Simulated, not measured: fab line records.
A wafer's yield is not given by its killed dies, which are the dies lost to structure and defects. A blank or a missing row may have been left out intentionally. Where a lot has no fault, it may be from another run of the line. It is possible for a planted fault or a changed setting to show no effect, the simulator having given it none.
fab line records + flow berkeley-cmos170
record:
- lots: 14
- wafers: 42
- last-day: 11
route steps=331 shown M2@290 V2@308 M3@316
lots with no fault: from the same line, run without faults
start-h: the number of hours between the record's first day and the start of the first shown wafer of the lot + wait-h: how many hours have passed since the lot's step before this one + " as in the row above + L1.1+2: a row that stands for several wafers + - value missing, or start not given + * or withheld: withheld + < > ~ a bound
route shown NAME@n: NAME is a module with steps in the file, n the number in the route of the first one + usual: the fault-free wafers' mean and standard deviation + same: alike in all rows + chamber/n: place in a boat + sites: each site's reading + _std_site: standard deviation across them + _edge_site: the outer-site mean with the inner-site mean subtracted + radius-mm: for every site, how far away it sits from the centre of the wafer + mask NAME#n: copy n + behind: the tool/chamber that last shaped the wafer + hold: cause of the lot's hold/its duration in hours/its outcome + device: whichever transistor did not switch (one of n, p or np) + end of line: the route-end tests of the same wafers + a step given without rows: its recipe and nothing more + killed: not the wafer's yield, but the dies lost to structure and defects at the first sort + map: a wafer's dies, x killed, . not, _ none there
set.NAME: the setting the step ran with; set.NAME@STEP: the setting that earlier step ran with + model.NAME: the simulator's own value behind a step, which no gauge read
a sample of lots followed through the steps of the route, with each step as a table and each wafer as a row
services: the hour from which a tool's chamber was out of use, counted from the record's first day as start-h (under 0 if before that day), plus the number of hours and why
== steps ==
step: UCB170_M2_STRIP_19
recipe:
- chemistry: O2
- power-w: 400
- pressure-mtorr: 3500
- platen-temp-c: withheld
- o2-flow-sccm: 400
- overash-fraction: 0.5
usual:
- drypump-motor-current-A: 5.9/0.36
- oes-product-au: 0.551/0.0079
| lot.wafer | tool            | chamber | start-h | wait-h | drypump-motor-current-A | oes-product-au | rf-hours-counter-h |
|-----------|-----------------|---------|---------|--------|-------------------------|----------------|--------------------|
| L621.1    | plasma-asher-04 | 0       | 167.56  | 0.1    | 5.9                     | 0.566          | 45                 |
| L621.5    | "               | 0       | "       | "      | 5.9                     | 0.556          | -                  |
| L621.6    | "               | 1       | "       | "      | 6.6                     | 0.557          | -                  |
| L623.1    | plasma-asher-04 | 1       | 181.05  | 0.1    | 6.6                     | 0.559          | 47                 |
| L623.4    | "               | 1       | "       | "      | 6.6                     | 0.541          | -                  |
| L623.5    | "               | 1       | "       | "      | 6.6                     | 0.546          | -                  |
| L625.1    | plasma-asher-02 | 0       | 193.15  | 0.1    | 5.9                     | 0.543          | 48                 |
| L625.3    | "               | 0       | "       | "      | 5.9                     | 0.548          | -                  |
| L625.4    | "               | 1       | "       | "      | 5.6                     | 0.555          | -                  |
| L629.1    | plasma-asher-04 | 0       | 213.43  | 0.1    | 5.9                     | 0.544          | 50                 |
| L629.2    | "               | 1       | "       | "      | 6.5                     | 0.551          | 50                 |
| L629.5    | "               | 1       | "       | "      | 6.5                     | 0.549          | -                  |
| L630.1    | plasma-asher-04 | 0       | 214.00  | 0.2    | 5.9                     | 0.557          | 50                 |
| L630.3    | "               | 1       | "       | "      | 6.5                     | 0.557          | -                  |
| L630.4    | "               | 0       | "       | "      | 5.9                     | 0.571          | -                  |
| L627.4    | plasma-asher-02 | 0       | 214.80  | 0.1    | 5.9                     | 0.551          | -                  |
| L627.5    | "               | 1       | "       | "      | 5.6                     | 0.542          | -                  |
| L627.6    | "               | 0       | "       | "      | 5.9                     | 0.554          | -                  |
| L628.1    | plasma-asher-02 | 0       | 214.95  | 0.2    | 5.9                     | 0.546          | 50                 |
| L628.3    | "               | 0       | "       | "      | 5.9                     | 0.534          | -                  |
| L628.5    | "               | 0       | "       | "      | 5.9                     | 0.543          | -                  |
| L631.3    | plasma-asher-02 | 1       | 230.18  | 0.1    | 5.5                     | 0.554          | -                  |
| L631.4    | "               | 0       | "       | "      | 5.9                     | 0.551          | -                  |
| L631.6    | "               | 0       | "       | "      | 5.9                     | 0.552          | -                  |
| L633.4    | plasma-asher-03 | 0       | 240.59  | 0.2    | 5.4                     | 0.549          | -                  |
| L633.5    | "               | 1       | "       | "      | 5.7                     | 0.540          | -                  |
| L633.6    | "               | 0       | "       | "      | 5.5                     | 0.537          | -                  |
| L637.2    | plasma-asher-03 | 1       | 243.18  | 0.2    | 5.7                     | 0.541          | 49                 |
| L637.3    | "               | 1       | "       | "      | 5.7                     | 0.548          | -                  |
| L637.4    | "               | 0       | "       | "      | 5.5                     | 0.541          | -                  |
| L641.2    | plasma-asher-02 | 1       | 262.03  | 0.1    | 5.6                     | 0.545          | 56                 |
| L641.3    | "               | 1       | "       | "      | 5.6                     | 0.543          | -                  |
| L641.6    | "               | 1       | "       | "      | 5.6                     | 0.542          | -                  |
| L639.1    | plasma-asher-04 | 1       | 262.72  | 0.1    | 6.5                     | 0.552          | 57                 |
| L639.4    | "               | 0       | "       | "      | 5.8                     | 0.563          | -                  |
| L639.5    | "               | 1       | "       | "      | 6.6                     | 0.558          | -                  |
| L642.1    | plasma-asher-02 | 0       | 263.48  | 0.1    | 5.9                     | 0.555          | 56                 |
| L642.2    | "               | 1       | "       | "      | 5.5                     | 0.553          | 56                 |
| L642.4    | "               | 1       | "       | "      | 5.5                     | 0.549          | -                  |
| L640.2    | plasma-asher-04 | 1       | 264.13  | 0.1    | 6.5                     | 0.558          | 57                 |
| L640.5    | "               | 1       | "       | "      | 6.5                     | 0.558          | -                  |
| L640.6    | "               | 0       | "       | "      | 5.9                     | 0.551          | -                  |
step: UCB170_V2_CD_MEAS_90
recipe:
- target-cd-nm: 700
usual:
- cd-nm: 699.3/1.6
| lot.wafer | tool      | chamber | start-h | wait-h | cd-nm |
|-----------|-----------|---------|---------|--------|-------|
| L621.1    | cd-sem-01 | -       | 170.04  | 0.1    | 699.9 |
| L621.5    | "         | -       | "       | "      | 699.5 |
| L621.6    | "         | -       | "       | "      | 698.8 |
| L623.1    | cd-sem-01 | -       | 183.54  | 0.1    | 699.4 |
| L623.4    | "         | -       | "       | "      | 697.3 |
| L623.5    | "         | -       | "       | "      | 699.0 |
| L625.1    | cd-sem-01 | -       | 196.85  | 0.1    | 699.7 |
| L625.3    | "         | -       | "       | "      | 699.9 |
| L625.4    | "         | -       | "       | "      | 700.5 |
| L629.1    | cd-sem-02 | -       | 216.51  | 0.3    | 697.2 |
| L629.2    | "         | -       | "       | "      | 699.6 |
| L629.5    | "         | -       | "       | "      | 700.0 |
| L630.1    | cd-sem-02 | -       | 216.63  | 0.1    | 698.5 |
| L630.3    | "         | -       | "       | "      | 698.4 |
| L630.4    | "         | -       | "       | "      | 697.6 |
| L627.4    | cd-sem-02 | -       | 217.61  | 0.1    | 699.4 |
| L627.5    | "         | -       | "       | "      | 696.6 |
| L627.6    | "         | -       | "       | "      | 698.6 |
| L628.1    | cd-sem-02 | -       | 218.26  | 0.1    | 696.6 |
| L628.3    | "         | -       | "       | "      | 697.5 |
| L628.5    | "         | -       | "       | "      | 697.2 |
| L631.3    | cd-sem-02 | -       | 232.98  | 0.1    | 697.3 |
| L631.4    | "         | -       | "       | "      | 700.6 |
| L631.6    | "         | -       | "       | "      | 696.8 |
| L633.4    | cd-sem-01 | -       | 243.31  | 0.1    | 696.7 |
| L633.5    | "         | -       | "       | "      | 700.8 |
| L633.6    | "         | -       | "       | "      | 696.7 |
| L637.2    | cd-sem-01 | -       | 246.34  | 0.1    | 696.4 |
| L637.3    | "         | -       | "       | "      | 698.0 |
| L637.4    | "         | -       | "       | "      | 697.7 |
| L641.2    | cd-sem-01 | -       | 264.89  | 0.1    | 698.3 |
| L641.3    | "         | -       | "       | "      | 699.6 |
| L641.6    | "         | -       | "       | "      | 697.1 |
| L639.1    | cd-sem-02 | -       | 265.22  | 0.1    | 698.8 |
| L639.4    | "         | -       | "       | "      | 699.4 |
| L639.5    | "         | -       | "       | "      | 698.9 |
| L642.1    | cd-sem-01 | -       | 266.59  | 0.1    | 698.8 |
| L642.2    | "         | -       | "       | "      | 700.7 |
| L642.4    | "         | -       | "       | "      | 699.7 |
| L640.2    | cd-sem-01 | -       | 267.10  | 0.1    | 698.7 |
| L640.5    | "         | -       | "       | "      | 699.6 |
| L640.6    | "         | -       | "       | "      | 699.0 |
step: UCB170_M3_STRIP_07
recipe:
- chemistry: O2
- power-w: 400
- pressure-mtorr: 3500
- platen-temp-c: withheld
- o2-flow-sccm: 400
- overash-fraction: 0.5
usual:
- drypump-motor-current-A: 5.8/0.41
- oes-product-au: 0.735/0.0047
- strip-time-to-endpoint-s: 21.97/0.063
| lot.wafer | tool            | chamber | start-h | wait-h | drypump-motor-current-A | oes-product-au | rf-hours-counter-h | strip-time-to-endpoint-s |
|-----------|-----------------|---------|---------|--------|-------------------------|----------------|--------------------|--------------------------|
| L621.1    | plasma-asher-03 | 1       | 171.50  | 0.1    | 5.7                     | 0.735          | 40                 | 21.96                    |
| L621.5    | "               | 1       | "       | "      | 5.7                     | 0.732          | -                  | 21.97                    |
| L621.6    | "               | 0       | "       | "      | 5.5                     | 0.730          | -                  | 21.84                    |
| L623.1    | plasma-asher-03 | 1       | 184.91  | 0.1    | 5.7                     | 0.733          | 41                 | 22.01                    |
| L623.4    | "               | 1       | "       | "      | 5.7                     | 0.720          | -                  | 22.06                    |
| L623.5    | "               | 0       | "       | "      | 5.5                     | 0.729          | -                  | 22.04                    |
| L625.1    | plasma-asher-03 | 1       | 198.44  | 0.1    | 5.7                     | 0.735          | 43                 | 22.03                    |
| L625.3    | "               | 0       | "       | "      | 5.5                     | 0.741          | -                  | 21.98                    |
| L625.4    | "               | 1       | "       | "      | 5.7                     | 0.734          | -                  | 22.04                    |
| L629.1    | plasma-asher-04 | 1       | 217.57  | 0.1    | 6.5                     | 0.732          | 51                 | 21.94                    |
| L629.2    | "               | 0       | "       | "      | 5.9                     | 0.738          | 51                 | 21.93                    |
| L629.5    | "               | 1       | "       | "      | 6.6                     | 0.723          | -                  | 21.97                    |
| L630.1    | plasma-asher-01 | 0       | 218.20  | 0.1    | 5.4                     | 0.746          | 11                 | 21.96                    |
| L630.3    | "               | 0       | "       | "      | 5.4                     | 0.737          | -                  | 21.94                    |
| L630.4    | "               | 1       | "       | "      | 5.5                     | 0.733          | -                  | 21.99                    |
| L627.4    | plasma-asher-01 | 0       | 218.96  | 0.1    | 5.4                     | 0.731          | -                  | 21.96                    |
| L627.5    | "               | 0       | "       | "      | 5.4                     | 0.727          | -                  | 21.93                    |
| L627.6    | "               | 1       | "       | "      | 5.5                     | 0.739          | -                  | 21.90                    |
| L628.1    | plasma-asher-01 | 1       | 219.38  | 0.1    | 5.5                     | 0.736          | 11                 | 21.93                    |
| L628.3    | "               | 0       | "       | "      | 5.4                     | 0.738          | -                  | 21.92                    |
| L628.5    | "               | 0       | "       | "      | 5.4                     | 0.738          | -                  | 21.98                    |
| L631.3    | plasma-asher-03 | 0       | 234.28  | 0.1    | 5.5                     | 0.724          | -                  | 21.96                    |
| L631.4    | "               | 1       | "       | "      | 5.7                     | 0.742          | -                  | 21.97                    |
| L631.6    | "               | 0       | "       | "      | 5.5                     | 0.734          | -                  | 21.94                    |
| L633.4    | plasma-asher-01 | 0       | 244.47  | 0.1    | 5.4                     | 0.745          | -                  | 22.00                    |
| L633.5    | "               | 1       | "       | "      | 5.5                     | 0.731          | -                  | 21.98                    |
| L633.6    | "               | 0       | "       | "      | 5.4                     | 0.737          | -                  | 21.94                    |
| L637.2    | plasma-asher-04 | 1       | 247.88  | 0.1    | 6.5                     | 0.742          | 55                 | 22.04                    |
| L637.3    | "               | 0       | "       | "      | 5.9                     | 0.736          | -                  | 21.94                    |
| L637.4    | "               | 1       | "       | "      | 6.5                     | 0.733          | -                  | 22.02                    |
| L641.2    | plasma-asher-01 | 0       | 265.90  | 0.1    | 5.4                     | 0.733          | 17                 | 22.01                    |
| L641.3    | "               | 0       | "       | "      | 5.4                     | 0.739          | -                  | 21.97                    |
| L641.6    | "               | 1       | "       | "      | 5.5                     | 0.732          | -                  | 21.97                    |
| L639.1    | plasma-asher-04 | 0       | 266.35  | 0.1    | 5.9                     | 0.736          | 57                 | 21.92                    |
| L639.4    | "               | 1       | "       | "      | 6.5                     | 0.737          | -                  | 21.86                    |
| L639.5    | "               | 1       | "       | "      | 6.6                     | 0.739          | -                  | 21.95                    |
| L642.1    | plasma-asher-04 | 0       | 267.52  | 0.1    | 5.9                     | 0.730          | 57                 | 22.02                    |
| L642.2    | "               | 1       | "       | "      | 6.5                     | 0.737          | 57                 | 21.95                    |
| L642.4    | "               | 1       | "       | "      | 6.5                     | 0.731          | -                  | 22.01                    |
| L640.2    | plasma-asher-01 | 1       | 268.25  | 0.1    | 5.5                     | 0.730          | 18                 | 21.96                    |
| L640.5    | "               | 1       | "       | "      | 5.5                     | 0.739          | -                  | 21.89                    |
| L640.6    | "               | 0       | "       | "      | 5.4                     | 0.731          | -                  | 21.94                    |
step: UCB170_M3_METAL_ETCH_18
recipe:
- chemistry: Cl2/BCl3
- target: Al
- stop-on: SiO2
- pressure-mtorr: 12
- target-depth-a: 11700
- over-etch-frac: 0.3
- time-s: 195
- icp-w: 600
- bias-w: 120
- Cl2_flow_sccm: 90
- bcl3-flow-sccm: 45
usual:
- drypump-motor-current-A: 5.7/0.33
- oes-product-au: 0.855/0.015
- throttle-valve-pct: 24.24/0.24
| lot.wafer | tool         | chamber | start-h | wait-h | drypump-motor-current-A | oes-product-au | rf-hours-counter-h | throttle-valve-pct |
|-----------|--------------|---------|---------|--------|-------------------------|----------------|--------------------|--------------------|
| L621.1    | rie-metal-04 | 1       | 173.44  | -      | 5.3                     | 0.875          | 2                  | 23.95              |
| L621.5    | "            | 1       | "       | "      | 5.3                     | 0.879          | -                  | 23.97              |
| L621.6    | "            | 0       | "       | "      | 5.4                     | 0.848          | -                  | 24.20              |
| L623.1    | rie-metal-03 | 1       | 186.35  | -      | 6.1                     | 0.839          | 5                  | 24.10              |
| L623.4    | "            | 1       | "       | "      | 6.1                     | 0.843          | -                  | 24.10              |
| L623.5    | "            | 1       | "       | "      | 6.1                     | 0.841          | -                  | 24.09              |
| L625.1    | rie-metal-01 | 0       | 200.16  | -      | 5.9                     | 0.818          | 13                 | 24.67              |
| L625.3    | "            | 1       | "       | "      | 6.1                     | 0.880          | -                  | 24.65              |
| L625.4    | "            | 0       | "       | "      | 5.9                     | 0.818          | -                  | 24.68              |
| L629.1    | rie-metal-01 | 1       | 219.40  | -      | 6.1                     | 0.875          | 12                 | 24.64              |
| L629.2    | "            | 0       | "       | "      | 5.9                     | 0.831          | 14                 | 24.68              |
| L629.5    | "            | 1       | "       | "      | 6.1                     | 0.878          | -                  | 24.65              |
| L630.1    | rie-metal-04 | 0       | 220.12  | -      | 5.3                     | 0.854          | 13                 | 24.20              |
| L630.3    | "            | 1       | "       | "      | 5.3                     | 0.889          | -                  | 23.96              |
| L630.4    | "            | 0       | "       | "      | 5.3                     | 0.840          | -                  | 24.18              |
| L627.4    | rie-metal-03 | 1       | 220.58  | -      | 6.1                     | 0.843          | -                  | 24.11              |
| L627.5    | "            | 1       | "       | "      | 6.1                     | 0.837          | -                  | 24.08              |
| L627.6    | "            | 0       | "       | "      | 5.8                     | 0.856          | -                  | 24.27              |
| L628.1    | rie-metal-01 | 0       | 221.12  | -      | 5.9                     | 0.827          | 14                 | 24.70              |
| L628.3    | "            | 1       | "       | "      | 6.0                     | 0.882          | -                  | 24.66              |
| L628.5    | "            | 1       | "       | "      | 6.1                     | 0.872          | -                  | 24.65              |
| L631.3    | rie-metal-04 | 1       | 239.24  | -      | 5.3                     | 0.861          | -                  | 23.99              |
| L631.4    | "            | 0       | "       | "      | 5.3                     | 0.858          | -                  | 24.20              |
| L631.6    | "            | 0       | "       | "      | 5.3                     | 0.856          | -                  | 24.20              |
| L633.4    | rie-metal-01 | 1       | 246.49  | -      | 6.1                     | 0.869          | -                  | 24.66              |
| L633.5    | "            | 1       | "       | "      | 6.0                     | 0.861          | -                  | 24.66              |
| L633.6    | "            | 1       | "       | "      | 6.0                     | 0.872          | -                  | 24.66              |
| L637.2    | rie-metal-01 | 0       | 250.50  | -      | 5.9                     | 0.850          | 0                  | 24.72              |
| L637.3    | "            | 1       | "       | "      | 6.0                     | 0.873          | -                  | 24.66              |
| L637.4    | "            | 0       | "       | "      | 5.9                     | 0.850          | -                  | 24.74              |
| L641.2    | rie-metal-03 | 0       | 267.90  | -      | 5.8                     | 0.866          | 6                  | 24.26              |
| L641.3    | "            | 0       | "       | "      | 5.8                     | 0.852          | -                  | 24.25              |
| L641.6    | "            | 0       | "       | "      | 5.8                     | 0.855          | -                  | 24.26              |
| L639.1    | rie-metal-03 | 1       | 268.57  | -      | 6.1                     | 0.837          | 7                  | 24.09              |
| L639.4    | "            | 1       | "       | "      | 6.1                     | 0.843          | -                  | 24.11              |
| L639.5    | "            | 1       | "       | "      | 6.1                     | 0.837          | -                  | 24.10              |
| L642.1    | rie-metal-04 | 1       | 269.41  | -      | 5.3                     | 0.856          | 6                  | 23.96              |
| L642.2    | "            | 0       | "       | "      | 5.3                     | 0.845          | 15                 | 24.21              |
| L642.4    | "            | 0       | "       | "      | 5.3                     | 0.845          | -                  | 24.21              |
| L640.2    | rie-metal-04 | 1       | 269.65  | -      | 5.3                     | 0.864          | 6                  | 23.96              |
| L640.5    | "            | 1       | "       | "      | 5.3                     | 0.860          | -                  | 23.97              |
| L640.6    | "            | 0       | "       | "      | 5.3                     | 0.866          | -                  | 24.18              |
step: UCB170_M3_STRIP_19
recipe:
- chemistry: O2
- power-w: 400
- pressure-mtorr: 3500
- platen-temp-c: withheld
- o2-flow-sccm: 400
- overash-fraction: 0.5
usual:
- drypump-motor-current-A: 5.8/0.42
- oes-product-au: 0.534/0.022
| lot.wafer | tool            | chamber | start-h | wait-h | drypump-motor-current-A | oes-product-au | rf-hours-counter-h |
|-----------|-----------------|---------|---------|--------|-------------------------|----------------|--------------------|
| L621.1    | plasma-asher-03 | 0       | 173.63  | 0.1    | 5.5                     | 0.552          | 40                 |
| L621.5    | "               | 0       | "       | "      | 5.5                     | 0.546          | -                  |
| L621.6    | "               | 1       | "       | "      | 5.7                     | 0.543          | -                  |
| L623.1    | plasma-asher-01 | 1       | 186.60  | 0.2    | 5.5                     | 0.502          | 8                  |
| L623.4    | "               | 0       | "       | "      | 5.4                     | 0.496          | -                  |
| L623.5    | "               | 0       | "       | "      | 5.4                     | 0.505          | -                  |
| L625.1    | plasma-asher-04 | 0       | 200.35  | 0.1    | 5.9                     | 0.554          | 49                 |
| L625.3    | "               | 0       | "       | "      | 5.9                     | 0.549          | -                  |
| L625.4    | "               | 1       | "       | "      | 6.6                     | 0.550          | -                  |
| L629.1    | plasma-asher-03 | 1       | 219.59  | 0.1    | 5.7                     | 0.549          | 46                 |
| L629.2    | "               | 0       | "       | "      | 5.5                     | 0.564          | 46                 |
| L629.5    | "               | 1       | "       | "      | 5.7                     | 0.558          | -                  |
| L630.1    | plasma-asher-04 | 0       | 220.31  | 0.1    | 5.9                     | 0.545          | 51                 |
| L630.3    | "               | 1       | "       | "      | 6.5                     | 0.554          | -                  |
| L630.4    | "               | 0       | "       | "      | 5.9                     | 0.553          | -                  |
| L627.4    | plasma-asher-03 | 0       | 220.74  | 0.1    | 5.5                     | 0.509          | -                  |
| L627.5    | "               | 0       | "       | "      | 5.5                     | 0.499          | -                  |
| L627.6    | "               | 1       | "       | "      | 5.8                     | 0.497          | -                  |
| L628.1    | plasma-asher-04 | 1       | 221.30  | 0.1    | 6.5                     | 0.552          | 51                 |
| L628.3    | "               | 1       | "       | "      | 6.6                     | 0.553          | -                  |
| L628.5    | "               | 1       | "       | "      | 6.6                     | 0.546          | -                  |
| L631.3    | plasma-asher-03 | 0       | 239.40  | 0.1    | 5.5                     | 0.559          | -                  |
| L631.4    | "               | 1       | "       | "      | 5.7                     | 0.560          | -                  |
| L631.6    | "               | 0       | "       | "      | 5.5                     | 0.555          | -                  |
| L633.4    | plasma-asher-01 | 0       | 246.71  | 0.2    | 5.4                     | 0.708          | -                  |
| L633.5    | "               | 1       | "       | "      | 5.5                     | 0.720          | -                  |
| L633.6    | "               | 0       | "       | "      | 5.4                     | 0.720          | -                  |
| L637.2    | plasma-asher-04 | 1       | 250.68  | 0.1    | 6.6                     | 0.561          | 55                 |
| L637.3    | "               | 1       | "       | "      | 6.6                     | 0.712          | -                  |
| L637.4    | "               | 0       | "       | "      | 5.9                     | 0.556          | -                  |
| L641.2    | plasma-asher-04 | 1       | 268.09  | 0.1    | 6.5                     | 0.504          | 57                 |
| L641.3    | "               | 1       | "       | "      | 6.5                     | 0.498          | -                  |
| L641.6    | "               | 1       | "       | "      | 6.5                     | 0.500          | -                  |
| L639.1    | plasma-asher-03 | 1       | 268.75  | 0.1    | 5.7                     | 0.510          | 52                 |
| L639.4    | "               | 0       | "       | "      | 5.5                     | 0.514          | -                  |
| L639.5    | "               | 1       | "       | "      | 5.7                     | 0.508          | -                  |
| L642.1    | plasma-asher-01 | 1       | 269.60  | 0.1    | 5.5                     | 0.538          | 18                 |
| L642.2    | "               | 0       | "       | "      | 5.4                     | 0.531          | 18                 |
| L642.4    | "               | 1       | "       | "      | 5.5                     | 0.547          | -                  |
| L640.2    | plasma-asher-04 | 1       | 269.84  | 0.1    | 6.6                     | 0.539          | 58                 |
| L640.5    | "               | 1       | "       | "      | 6.6                     | 0.544          | -                  |
| L640.6    | "               | 0       | "       | "      | 5.9                     | 0.547          | -                  |
== services ==
| tool            | chamber | start-h | hours | kind           |
|-----------------|---------|---------|-------|----------------|
| plasma-asher-02 | -       | 197.89  | 0.8   | repair         |
| rie-metal-04    | -       | 216.16  | 2.8   | pm             |
| plasma-asher-04 | -       | 218.20  | 1.5   | repair         |
| rie-metal-01    | 0       | 229.80  | -     | clean          |
| rie-metal-01    | 0       | 229.80  | 18.7  | scheduled-down |
| rie-metal-01    | 0       | 229.80  | 18.7  | vent-cycle     |
| plasma-asher-02 | -       | 237.39  | 1.4   | repair         |
| rie-metal-03    | -       | 239.69  | 1.4   | pm             |
== key ==
first-sign:
- step: UCB170_M3_STRIP_19
- reading: oes-product-au
- direction: up
- sigmas: 8.3
- usual: 0.534
- struck: 0.715
effect none on later readings
met-at UCB170_M3_METAL_ETCH_18
struck-lots L633,L637
struck-wafers L633.4,L633.5,L633.6,L637.3
later-rows-left-out L633.4,L633.5,L633.6,L637.3
sort-left-out L633.4,L633.5,L633.6,L637.3
not-acting-at UCB170_M2_STRIP_19,UCB170_V2_CD_MEAS_90,UCB170_M3_STRIP_07
onset-between 221.12 246.49
fault:
- kind: process-parameter-drift
- tool: rie-metal-01
- chamber: 1
- onset-h: 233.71
- steps: UCB170_M3_METAL_ETCH_18
- channel: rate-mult
- offset: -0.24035
- shape: step
- end-h: 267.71
sort-left-out: the simulated sort isn't trusted on such a fault, so these wafers' sort isn't shown, and their yield isn't known
later-rows-left-out: the simulator's readings of these wafers behind a module that went badly wrong aren't trusted and aren't shown, but for the sort
